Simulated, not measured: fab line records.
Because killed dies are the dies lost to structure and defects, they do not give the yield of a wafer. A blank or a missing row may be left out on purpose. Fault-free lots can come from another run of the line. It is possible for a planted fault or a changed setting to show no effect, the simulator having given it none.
Split-lot experiment / flow rit-cmos / route with 202 steps; 5 lots, 23 wafers read

## THE SPLIT ITSELF
At RIT_NWELL_IMPLANT_08, the setting dose-cm2 was moved away from the recipe's 5e+13 on 6 of the 23 wafers read, by +3.5% to +6.4%. This setting was run at the recipe's value on the other wafers.

## FROM THE SPLIT TO THE READING: what the file shows between them, 6 steps
- RIT_NWELL_STRIP_09: strips in O2, time 180 s
- RIT_NWELL_TW_MEAS_10
- RIT_PWELL_IMPLANT_08 (also split here: dose-cm2)
- RIT_PWELL_STRIP_09: strips in O2, time 180 s
- RIT_PWELL_TW_MEAS_10
- RIT_WELLDRIVE_ANNEAL_00: time 14700 s

## THE READING
NWELL_RS in ohm/sq, measured at RIT_WELLDRIVE_RS_MEAS_01 by four-point-probe. A value of 275.7 ohm/sq with a standard deviation of 0.7 ohm/sq is what fault-free wafers of this fab line usually give.

wafer=L075.1; tool, chamber at the split=implanter-01, 0; dose-cm2 as run=5e+13; against the recipe=recipe; NWELL_RS, ohm/sq=275.3; against lot-mates on the recipe=-
wafer=L075.2; tool, chamber at the split=implanter-01, 0; dose-cm2 as run=5.177e+13; against the recipe=+3.5%; NWELL_RS, ohm/sq=268.7; against lot-mates on the recipe=-6.7
wafer=L075.3; tool, chamber at the split=implanter-01, 0; dose-cm2 as run=5.177e+13; against the recipe=+3.5%; NWELL_RS, ohm/sq=269.9; against lot-mates on the recipe=-5.5
wafer=L075.4; tool, chamber at the split=implanter-01, 0; dose-cm2 as run=5e+13; against the recipe=recipe; NWELL_RS, ohm/sq=275.5; against lot-mates on the recipe=-
wafer=L075.5; tool, chamber at the split=implanter-01, 0; dose-cm2 as run=5.177e+13; against the recipe=+3.5%; NWELL_RS, ohm/sq=269.9; against lot-mates on the recipe=-5.5
wafer=L076.1; tool, chamber at the split=implanter-04, 0; dose-cm2 as run=5e+13; against the recipe=recipe; NWELL_RS, ohm/sq=275.7; against lot-mates on the recipe=-
wafer=L076.3; tool, chamber at the split=implanter-04, 0; dose-cm2 as run=5e+13; against the recipe=recipe; NWELL_RS, ohm/sq=275.1; against lot-mates on the recipe=-
wafer=L076.4; tool, chamber at the split=implanter-04, 0; dose-cm2 as run=5e+13; against the recipe=recipe; NWELL_RS, ohm/sq=274.7; against lot-mates on the recipe=-
wafer=L076.5; tool, chamber at the split=implanter-04, 0; dose-cm2 as run=5e+13; against the recipe=recipe; NWELL_RS, ohm/sq=275.0; against lot-mates on the recipe=-
wafer=L076.6; tool, chamber at the split=implanter-04, 0; dose-cm2 as run=5e+13; against the recipe=recipe; NWELL_RS, ohm/sq=275.4; against lot-mates on the recipe=-
wafer=L079.1; tool, chamber at the split=implanter-04, 0; dose-cm2 as run=5e+13; against the recipe=recipe; NWELL_RS, ohm/sq=275.8; against lot-mates on the recipe=-
wafer=L079.3; tool, chamber at the split=implanter-04, 0; dose-cm2 as run=5e+13; against the recipe=recipe; NWELL_RS, ohm/sq=275.1; against lot-mates on the recipe=-
wafer=L079.4; tool, chamber at the split=implanter-04, 0; dose-cm2 as run=5e+13; against the recipe=recipe; NWELL_RS, ohm/sq=275.2; against lot-mates on the recipe=-
wafer=L079.5; tool, chamber at the split=implanter-04, 0; dose-cm2 as run=5e+13; against the recipe=recipe; NWELL_RS, ohm/sq=274.9; against lot-mates on the recipe=-
wafer=L079.6; tool, chamber at the split=implanter-04, 0; dose-cm2 as run=5e+13; against the recipe=recipe; NWELL_RS, ohm/sq=275.8; against lot-mates on the recipe=-
wafer=L080.3; tool, chamber at the split=implanter-04, 0; dose-cm2 as run=5e+13; against the recipe=recipe; NWELL_RS, ohm/sq=276.6; against lot-mates on the recipe=-
wafer=L080.4; tool, chamber at the split=implanter-04, 0; dose-cm2 as run=5e+13; against the recipe=recipe; NWELL_RS, ohm/sq=276.5; against lot-mates on the recipe=-
wafer=L080.6; tool, chamber at the split=implanter-04, 0; dose-cm2 as run=5e+13; against the recipe=recipe; NWELL_RS, ohm/sq=276.4; against lot-mates on the recipe=-
wafer=L083.1; tool, chamber at the split=implanter-03, 0; dose-cm2 as run=5.319e+13; against the recipe=+6.4%; NWELL_RS, ohm/sq=264.5; against lot-mates on the recipe=-11.4
wafer=L083.3; tool, chamber at the split=implanter-03, 0; dose-cm2 as run=5e+13; against the recipe=recipe; NWELL_RS, ohm/sq=276.0; against lot-mates on the recipe=-
wafer=L083.4; tool, chamber at the split=implanter-03, 0; dose-cm2 as run=5.319e+13; against the recipe=+6.4%; NWELL_RS, ohm/sq=265.6; against lot-mates on the recipe=-10.2
wafer=L083.5; tool, chamber at the split=implanter-03, 0; dose-cm2 as run=5.319e+13; against the recipe=+6.4%; NWELL_RS, ohm/sq=265.3; against lot-mates on the recipe=-10.6
wafer=L083.6; tool, chamber at the split=implanter-03, 0; dose-cm2 as run=5e+13; against the recipe=recipe; NWELL_RS, ohm/sq=275.7; against lot-mates on the recipe=-

THE FIT
A straight line over all 23 wafers: NWELL_RS changes by -1.65 ohm/sq for each +1% of dose-cm2; r = -0.99; the points scatter about the line by 0.57 ohm/sq.
The same after taking each lot's own level away (the mean of its wafers on the recipe; 23 wafers): -1.68 ohm/sq for each +1%; r = -1.00; scatter 0.38 ohm/sq.
The reading moves by 11 ohm/sq for the largest change in dose-cm2, on that fit.
From 275.18 to 276.50 ohm/sq: that is the span of the lots' own levels, equal to 1.9 times the standard deviation above.
Consequently the slope shifts little with the lot-to-lot level, the two slopes agreeing.
Check: with one of the wafers moved furthest among these (+6.4%) left out of the fit, the line predicts -10.5 ohm/sq for it against its lot-mates. It came out at -11.4 ohm/sq against them.

## ADDITIONAL SPLITS CARRIED BY THESE WAFERS
Note: prior to the reading, these wafers also went through further splits. Each is held against what the fit with the lots' levels taken away leaves over:
other split on the same wafers=RIT_ACTIVE_CVD_03 time-s; wafers away from the commonest value=15; r with NWELL_RS (lot level and that fit taken away)=-0.01
other split on the same wafers=RIT_ACTIVE_COAT_06 spin-rpm; wafers away from the commonest value=9; r with NWELL_RS (lot level and that fit taken away)=+0.16
other split on the same wafers=RIT_FOX1_OXIDATION_00 temp-c; wafers away from the commonest value=15; r with NWELL_RS (lot level and that fit taken away)=+0.02
other split on the same wafers=RIT_FOX2_OXIDATION_00 ox-time-s; wafers away from the commonest value=15; r with NWELL_RS (lot level and that fit taken away)=+0.00
other split on the same wafers=RIT_PWELL_IMPLANT_08 dose-cm2; wafers away from the commonest value=5; r with NWELL_RS (lot level and that fit taken away)=-0.11

## THE WHOLE CHAIN: every reading that the file lists as answering this split, in the file's order
step=RIT_NWELL_TW_MEAS_10; what it does=; reading=NWELL_TW; change (the file's fit)=+7.21 for each +1% of the setting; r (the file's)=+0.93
step=RIT_WELLDRIVE_RS_MEAS_01; what it does=measures by four-point-probe; reading=NWELL_RS; change (the file's fit)=-1.68 for each +1% of the setting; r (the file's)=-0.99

## FILE'S OWN FIT
NWELL_RS changes by -1.68 ohm/sq for each +1% of dose-cm2, r = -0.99.
